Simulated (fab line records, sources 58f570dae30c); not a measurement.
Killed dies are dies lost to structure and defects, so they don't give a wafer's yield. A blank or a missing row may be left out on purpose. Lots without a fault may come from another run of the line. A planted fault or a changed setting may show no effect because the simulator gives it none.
A sampling plan put to the test | flow berkeley_cmos170 | one fab line, 42 faults that these records tell of, each judged on the records of the lots that it struck; 1 more is left out, because the records don't allow judging it
The plan is the line's own looks: the steps of the route at which a gauge or an inspection reads the wafer and doesn't change it. A look can be judged if struck wafers have a number there and the file gives its usual mean and standard deviation on fault-free wafers. Caught: at a look after the fault's first step, the mean of the struck wafers lies 4 or more of those standard deviations (sigma) from the usual mean. On the tool: the same test on the tool's own readings at the fault's steps. Another recipe on the struck wafers, or a record that is blank for them alone, also counts as caught.

THE FAULTS, as the simulator had put them in
1. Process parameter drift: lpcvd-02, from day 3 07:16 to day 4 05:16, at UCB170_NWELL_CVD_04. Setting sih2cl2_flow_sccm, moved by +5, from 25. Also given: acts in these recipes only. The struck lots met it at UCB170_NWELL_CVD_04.
2. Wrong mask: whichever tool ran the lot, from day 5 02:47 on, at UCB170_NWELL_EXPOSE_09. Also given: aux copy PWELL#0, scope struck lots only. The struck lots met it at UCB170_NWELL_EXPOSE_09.
3. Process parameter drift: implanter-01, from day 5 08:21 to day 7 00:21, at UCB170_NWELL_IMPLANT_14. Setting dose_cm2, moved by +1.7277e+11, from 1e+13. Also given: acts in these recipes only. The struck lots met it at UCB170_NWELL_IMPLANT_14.
4. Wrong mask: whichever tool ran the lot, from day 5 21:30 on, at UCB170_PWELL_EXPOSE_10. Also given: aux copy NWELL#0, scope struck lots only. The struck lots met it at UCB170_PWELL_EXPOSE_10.
5. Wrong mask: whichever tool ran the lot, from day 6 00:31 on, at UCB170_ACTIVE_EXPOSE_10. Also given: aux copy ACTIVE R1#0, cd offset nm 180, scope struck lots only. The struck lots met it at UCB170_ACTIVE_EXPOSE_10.
6. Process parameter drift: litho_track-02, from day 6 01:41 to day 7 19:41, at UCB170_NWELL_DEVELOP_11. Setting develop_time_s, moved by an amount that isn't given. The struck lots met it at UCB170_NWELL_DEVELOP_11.
7. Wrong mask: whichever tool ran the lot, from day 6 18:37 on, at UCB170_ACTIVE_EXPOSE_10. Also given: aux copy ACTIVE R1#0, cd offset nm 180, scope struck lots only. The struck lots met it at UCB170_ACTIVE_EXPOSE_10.
8. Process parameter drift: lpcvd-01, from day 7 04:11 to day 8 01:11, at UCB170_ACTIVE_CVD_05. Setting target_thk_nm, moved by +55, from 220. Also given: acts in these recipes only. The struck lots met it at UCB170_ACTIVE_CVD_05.
9. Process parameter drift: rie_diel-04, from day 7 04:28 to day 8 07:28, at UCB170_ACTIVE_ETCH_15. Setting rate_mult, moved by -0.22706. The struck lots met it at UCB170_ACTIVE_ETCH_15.
10. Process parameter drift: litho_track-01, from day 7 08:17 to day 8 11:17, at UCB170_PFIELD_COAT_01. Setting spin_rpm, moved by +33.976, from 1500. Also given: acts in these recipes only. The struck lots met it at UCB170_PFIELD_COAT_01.
11. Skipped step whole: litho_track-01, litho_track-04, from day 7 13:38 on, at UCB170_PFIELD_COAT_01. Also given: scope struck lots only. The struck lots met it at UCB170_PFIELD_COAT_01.
12. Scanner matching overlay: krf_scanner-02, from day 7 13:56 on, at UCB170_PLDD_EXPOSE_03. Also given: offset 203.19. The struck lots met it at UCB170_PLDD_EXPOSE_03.
13. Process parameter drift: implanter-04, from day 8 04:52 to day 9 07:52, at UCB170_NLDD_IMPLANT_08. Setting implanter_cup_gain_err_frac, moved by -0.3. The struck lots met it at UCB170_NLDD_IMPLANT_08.
14. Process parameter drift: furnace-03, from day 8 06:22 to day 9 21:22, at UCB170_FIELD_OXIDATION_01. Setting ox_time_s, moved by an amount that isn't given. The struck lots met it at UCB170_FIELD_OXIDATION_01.
15. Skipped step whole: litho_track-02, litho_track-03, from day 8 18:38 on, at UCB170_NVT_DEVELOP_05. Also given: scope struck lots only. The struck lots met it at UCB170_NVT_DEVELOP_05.
16. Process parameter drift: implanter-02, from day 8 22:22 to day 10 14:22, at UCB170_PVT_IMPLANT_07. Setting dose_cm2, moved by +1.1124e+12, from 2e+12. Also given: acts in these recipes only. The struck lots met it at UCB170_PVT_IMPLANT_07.
17. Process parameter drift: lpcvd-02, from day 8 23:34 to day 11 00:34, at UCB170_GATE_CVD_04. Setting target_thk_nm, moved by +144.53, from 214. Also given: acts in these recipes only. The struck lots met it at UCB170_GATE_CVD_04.
18. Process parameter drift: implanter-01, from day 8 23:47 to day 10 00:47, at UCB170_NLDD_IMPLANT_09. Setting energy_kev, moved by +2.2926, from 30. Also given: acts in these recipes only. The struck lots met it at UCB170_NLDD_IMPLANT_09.
19. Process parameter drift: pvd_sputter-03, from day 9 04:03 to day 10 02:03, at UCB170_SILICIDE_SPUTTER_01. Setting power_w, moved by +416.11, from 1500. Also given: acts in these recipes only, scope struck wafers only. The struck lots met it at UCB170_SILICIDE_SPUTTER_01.
20. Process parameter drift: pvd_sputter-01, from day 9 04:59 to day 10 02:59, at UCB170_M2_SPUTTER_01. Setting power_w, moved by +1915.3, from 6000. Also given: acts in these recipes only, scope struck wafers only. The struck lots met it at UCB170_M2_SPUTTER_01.
21. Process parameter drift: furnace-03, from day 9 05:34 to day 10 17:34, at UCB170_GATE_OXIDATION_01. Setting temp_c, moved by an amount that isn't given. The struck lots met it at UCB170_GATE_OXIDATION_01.
22. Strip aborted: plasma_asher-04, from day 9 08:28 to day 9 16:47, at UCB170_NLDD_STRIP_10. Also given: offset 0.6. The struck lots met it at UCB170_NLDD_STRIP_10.
23. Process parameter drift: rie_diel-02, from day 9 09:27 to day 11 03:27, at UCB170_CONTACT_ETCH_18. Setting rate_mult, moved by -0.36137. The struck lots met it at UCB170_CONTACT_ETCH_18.
24. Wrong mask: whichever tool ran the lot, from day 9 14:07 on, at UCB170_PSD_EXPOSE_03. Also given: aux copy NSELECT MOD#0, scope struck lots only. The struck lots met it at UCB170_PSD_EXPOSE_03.
25. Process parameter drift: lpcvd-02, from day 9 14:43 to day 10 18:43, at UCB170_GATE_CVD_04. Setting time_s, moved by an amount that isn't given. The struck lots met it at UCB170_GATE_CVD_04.
26. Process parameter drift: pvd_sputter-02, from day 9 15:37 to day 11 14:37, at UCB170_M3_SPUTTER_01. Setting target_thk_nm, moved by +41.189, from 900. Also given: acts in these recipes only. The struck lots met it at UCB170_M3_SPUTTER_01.
27. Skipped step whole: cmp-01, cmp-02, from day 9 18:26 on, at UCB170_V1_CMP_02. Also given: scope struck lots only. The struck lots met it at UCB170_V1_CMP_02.
28. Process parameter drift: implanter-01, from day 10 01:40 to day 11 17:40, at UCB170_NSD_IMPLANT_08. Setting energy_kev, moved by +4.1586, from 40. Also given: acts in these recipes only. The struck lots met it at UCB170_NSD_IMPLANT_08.
29. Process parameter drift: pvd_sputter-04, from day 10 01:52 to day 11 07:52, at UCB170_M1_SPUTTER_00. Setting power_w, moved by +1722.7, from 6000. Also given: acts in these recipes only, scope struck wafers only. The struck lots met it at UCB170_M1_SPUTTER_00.
30. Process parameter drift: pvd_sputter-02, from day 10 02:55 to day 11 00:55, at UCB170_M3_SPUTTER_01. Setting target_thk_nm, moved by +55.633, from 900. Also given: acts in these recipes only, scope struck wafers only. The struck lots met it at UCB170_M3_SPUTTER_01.
31. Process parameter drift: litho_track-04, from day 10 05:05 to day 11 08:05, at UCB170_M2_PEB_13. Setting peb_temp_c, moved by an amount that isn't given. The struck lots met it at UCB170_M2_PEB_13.
32. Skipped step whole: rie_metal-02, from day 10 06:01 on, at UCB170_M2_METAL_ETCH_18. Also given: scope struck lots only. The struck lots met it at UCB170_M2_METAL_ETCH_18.
33. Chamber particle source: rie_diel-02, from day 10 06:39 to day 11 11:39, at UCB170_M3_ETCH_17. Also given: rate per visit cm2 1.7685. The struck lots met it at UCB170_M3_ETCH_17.
34. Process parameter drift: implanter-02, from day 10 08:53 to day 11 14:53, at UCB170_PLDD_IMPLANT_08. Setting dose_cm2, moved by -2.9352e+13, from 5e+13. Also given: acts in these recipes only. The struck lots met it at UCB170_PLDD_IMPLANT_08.
35. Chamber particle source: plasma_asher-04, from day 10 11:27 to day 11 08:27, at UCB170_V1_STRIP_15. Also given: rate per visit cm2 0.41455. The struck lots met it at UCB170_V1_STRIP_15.
36. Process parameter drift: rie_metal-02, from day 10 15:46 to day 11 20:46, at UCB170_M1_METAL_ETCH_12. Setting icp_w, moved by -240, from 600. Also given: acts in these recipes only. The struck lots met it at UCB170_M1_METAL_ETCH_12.
37. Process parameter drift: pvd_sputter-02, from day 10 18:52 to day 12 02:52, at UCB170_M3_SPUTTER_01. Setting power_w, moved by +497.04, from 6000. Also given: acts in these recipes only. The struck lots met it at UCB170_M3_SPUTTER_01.
38. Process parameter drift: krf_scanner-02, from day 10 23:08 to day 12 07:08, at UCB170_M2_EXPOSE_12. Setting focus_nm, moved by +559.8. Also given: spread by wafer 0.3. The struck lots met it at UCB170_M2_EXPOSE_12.
39. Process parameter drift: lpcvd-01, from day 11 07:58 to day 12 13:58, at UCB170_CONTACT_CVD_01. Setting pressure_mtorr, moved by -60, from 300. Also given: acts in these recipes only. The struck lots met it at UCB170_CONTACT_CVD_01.
40. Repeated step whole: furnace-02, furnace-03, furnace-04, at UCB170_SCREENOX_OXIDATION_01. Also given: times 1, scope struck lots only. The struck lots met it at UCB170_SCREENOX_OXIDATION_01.
41. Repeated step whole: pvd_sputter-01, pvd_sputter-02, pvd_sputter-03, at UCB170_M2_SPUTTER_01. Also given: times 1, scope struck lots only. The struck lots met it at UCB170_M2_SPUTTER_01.
42. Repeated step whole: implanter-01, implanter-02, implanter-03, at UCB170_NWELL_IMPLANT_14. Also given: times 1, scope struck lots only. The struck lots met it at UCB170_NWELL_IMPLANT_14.

WHAT THE PLAN SAW
fault | on the tool itself                               | first look that catches it                      | reading, sigma                                             | median hours from its first step to that look | hours from the fault's start to the first struck lot there | judged looks passed uncaught
1     | sih2cl2_flow_sccm +73 sigma                      | UCB170_NWELL_THK_MEAS_05                        | NWELL_NITRIDE_THK +5.6                                     | 1.9                                           | 10                                                         | 0
2     | under 2 sigma                                    | UCB170_NWELL_TW_MEAS_16                         | NWELL_TW -99 or beyond                                     | 0.8                                           | 4                                                          | 0
3     | dose_ions_cm2 +18 sigma                          | no look after it can be judged                  | -                                                          | -                                             | -                                                          | 0
4     | no reading that can be judged                    | UCB170_PWELL_TW_MEAS_17                         | PWELL_TW -96                                               | 1.5                                           | 2                                                          | 0
5     | under 2 sigma                                    | UCB170_ACTIVE_CD_MEAS_13                        | cd_nm +99 or beyond                                        | 0.7                                           | 6                                                          | 0
6     | no reading that can be judged                    | UCB170_NWELL_TW_MEAS_16                         | NWELL_TW -71                                               | 1.2                                           | 2                                                          | 0
7     | no reading that can be judged                    | UCB170_ACTIVE_CD_MEAS_13                        | cd_nm +99 or beyond                                        | 0.4                                           | 5                                                          | 0
8     | under 2 sigma                                    | UCB170_ACTIVE_THK_MEAS_06                       | ACTIVE_NITRIDE_THK +20                                     | 1.9                                           | 9                                                          | 0
9     | oes_product_au -5.8 sigma                        | UCB170_ACTIVE_CD_MEAS_90                        | cd_nm -5.0                                                 | 0.2                                           | 5                                                          | 0
10    | spin_speed_rpm +35 sigma                         | no look after it can be judged                  | -                                                          | -                                             | -                                                          | 0
11    | the tool's record is blank for the struck wafers | not the one look that can be judged after it    | -                                                          | -                                             | -                                                          | 1
12    | no reading that can be judged                    | UCB170_PLDD_OVL_MEAS_07                         | PLDD_OVL +35                                               | 0.5                                           | 7                                                          | 0
13    | beam_on_s +19 sigma                              | UCB170_NLDD_TW_MEAS_11                          | NLDD_TW +5.1                                               | 0.4                                           | 5                                                          | 0
14    | under 2 sigma                                    | UCB170_FIELD_THK_MEAS_02                        | FIELD_OXIDE_THK -15                                        | 3.0                                           | 12                                                         | 0
15    | no reading that can be judged                    | no look after it can be judged                  | -                                                          | -                                             | -                                                          | 0
16    | dose_ions_cm2 +99 or beyond sigma                | UCB170_PVT_TW_MEAS_09                           | PVT_TW +19                                                 | 0.2                                           | 1                                                          | 0
17    | under 2 sigma                                    | UCB170_GATE_THK_MEAS_05                         | GATE_POLY_THK +72                                          | 1.4                                           | 11                                                         | 0
18    | beam_energy_keV +99 or beyond sigma              | no look after it can be judged                  | -                                                          | -                                             | -                                                          | 0
19    | cathode_dc_power_W +99 or beyond sigma           | UCB170_SILICIDE_RS_MEAS_02                      | SILICIDE_TI_RS -21                                         | 0.1                                           | 8                                                          | 0
20    | cathode_dc_power_W +99 or beyond sigma           | UCB170_M2_RS_MEAS_02                            | M2_AL_RS -23                                               | 0.1                                           | 3                                                          | 0
21    | tube_center_temp_C -69 sigma                     | none of the 2 looks that can be judged after it | strongest: GATE_OXIDE_THK at UCB170_GATE_THK_MEAS_02, -3.2 | -                                             | -                                                          | 2
22    | oes_product_au +54 sigma                         | not the one look that can be judged after it    | -                                                          | -                                             | -                                                          | 1
23    | oes_product_au -9.4 sigma                        | no look after it can be judged                  | -                                                          | -                                             | -                                                          | 0
24    | under 2 sigma                                    | UCB170_PSD_TW_MEAS_10                           | PSD_TW -99 or beyond                                       | 1.0                                           | 9                                                          | 0
25    | no reading that can be judged                    | UCB170_GATE_THK_MEAS_05                         | GATE_POLY_THK +4.0                                         | 1.4                                           | 7                                                          | 0
26    | under 2 sigma                                    | UCB170_M3_RS_MEAS_02                            | M3_AL_RS -4.3                                              | 0.1                                           | 6                                                          | 0
27    | the tool's record is blank for the struck wafers | UCB170_V1_THK_MEAS_04                           | V1_POLISHED_THK +99 or beyond                              | 0.3                                           | 6                                                          | 1
28    | beam_energy_keV +99 or beyond sigma              | UCB170_SDANNEAL_RS_MEAS_03                      | NSD_RS -13                                                 | 1.6                                           | 2                                                          | 1
29    | cathode_dc_power_W +99 or beyond sigma           | UCB170_M1_RS_MEAS_01                            | M1_AL_RS -24                                               | 0.1                                           | 7                                                          | 0
30    | under 2 sigma                                    | UCB170_M3_RS_MEAS_02                            | M3_AL_RS -5.4                                              | 0.1                                           | 5                                                          | 0
31    | heater_power_total_W -74 sigma                   | UCB170_M2_CD_MEAS_15                            | cd_nm +39                                                  | 0.3                                           | 1                                                          | 0
32    | the tool's record is blank for the struck wafers | no look after it can be judged                  | -                                                          | -                                             | -                                                          | 0
33    | under 2 sigma                                    | no look after it can be judged                  | -                                                          | -                                             | -                                                          | 0
34    | dose_ions_cm2 -99 or beyond sigma                | UCB170_PLDD_TW_MEAS_11                          | PLDD_TW -10                                                | 0.4                                           | 7                                                          | 0
35    | under 2 sigma                                    | no look after it can be judged                  | -                                                          | -                                             | -                                                          | 0
36    | rf_fwd_power_W -99 or beyond sigma               | UCB170_M1_CD_MEAS_90                            | cd_nm +7.8                                                 | 0.2                                           | 21                                                         | 0
37    | cathode_dc_power_W +99 or beyond sigma           | UCB170_M3_RS_MEAS_02                            | M3_AL_RS -6.8                                              | 0.2                                           | 8                                                          | 0
38    | exposure_dose_mJ_cm2 -20 sigma                   | UCB170_M2_CD_MEAS_15                            | cd_nm -9.2                                                 | 0.5                                           | 14                                                         | 0
39    | pressure_mtorr -95 sigma                         | UCB170_CONTACT_THK_MEAS_02                      | CONTACT_PSG_THK -10                                        | 1.8                                           | 5                                                          | 0
40    | under 2 sigma                                    | UCB170_SCREENOX_THK_MEAS_02                     | SCREENOX_OXIDE_THK +40                                     | 4.2                                           | -                                                          | 0
41    | under 2 sigma                                    | UCB170_M2_RS_MEAS_02                            | M2_AL_RS -49                                               | 0.4                                           | -                                                          | 0
42    | under 2 sigma                                    | UCB170_NWELL_TW_MEAS_16                         | NWELL_TW +26                                               | 0.5                                           | -                                                          | 0
A dash: the fault isn't caught, or these records don't give the number.

Caught at a look: 31 of 42. Caught on the tool: 23 of 42. By one or the other: 39 of 42.
Caught on the tool alone: faults 3, 10, 11, 18, 21, 22, 23, 32.
Caught at a look alone: faults 2, 4, 5, 6, 7, 8, 12, 14, 17, 24, 25, 26, 30, 40, 41, 42.
Caught by neither: faults 15, 33, 35.

THINNER SAMPLING
If the look that catches a fault measured only every second or every third lot, by lot number, the first struck lot would be measured this late in the worst case:
fault | struck lots at that look, in order of time | every lot | every second lot | every third lot
1     | L652, L651                                 | 10 h      | 10 h             | may miss all 2
2     | L897                                       | 4 h       | may miss it      | may miss it
4     | L914                                       | 2 h       | may miss it      | may miss it
5     | L859                                       | 6 h       | may miss it      | may miss it
6     | L375, L379                                 | 2 h       | may miss all 2   | may miss all 2
7     | L211                                       | 5 h       | may miss it      | may miss it
8     | L870, L872, L871                           | 9 h       | 9 h              | 9 h
9     | L234, L235                                 | 5 h       | 10 h             | may miss all 2
12    | L210, L211                                 | 7 h       | 18 h             | may miss all 2
13    | L599, L603, L601                           | 5 h       | may miss all 3   | 19 h
14    | L335, L336                                 | 12 h      | 12 h             | may miss all 2
16    | L589, L594                                 | 1 h       | 26 h             | may miss all 2
17    | L942, L941, L943                           | 11 h      | 11 h             | 11 h
19    | L161                                       | 8 h       | may miss it      | may miss it
20    | L163                                       | 3 h       | may miss it      | may miss it
24    | L361                                       | 9 h       | may miss it      | may miss it
25    | L341, L345                                 | 7 h       | may miss all 2   | may miss all 2
26    | L493, L496                                 | 6 h       | 17 h             | may miss all 2
27    | L541, L543                                 | 6 h       | may miss all 2   | may miss all 2
28    | L261, L263                                 | 2 h       | may miss all 2   | may miss all 2
29    | L759, L760                                 | 7 h       | 23 h             | may miss all 2
30    | L149, L150                                 | 5 h       | 9 h              | may miss all 2
31    | L850, L849, L852                           | 1 h       | 1 h              | may miss all 3
34    | L433, L436                                 | 7 h       | 8 h              | may miss all 2
36    | L129, L131                                 | 21 h      | may miss all 2   | may miss all 2
37    | L593, L594                                 | 8 h       | 8 h              | may miss all 2
38    | L608                                       | 14 h      | may miss it      | may miss it
39    | L968, L969                                 | 5 h       | 8 h              | may miss all 2
Hours are from the fault's start to the first struck lot that is measured. The limit of 4 sigma was tested on all struck wafers together, so one lot alone may lie under it. Other struck lots may not be in these records.

THE LONGEST TIMED WAY FROM STEP TO LOOK
Fault 40: a median of 4.2 hours passes between UCB170_SCREENOX_OXIDATION_01 and UCB170_SCREENOX_THK_MEAS_02. No look between them can be judged.
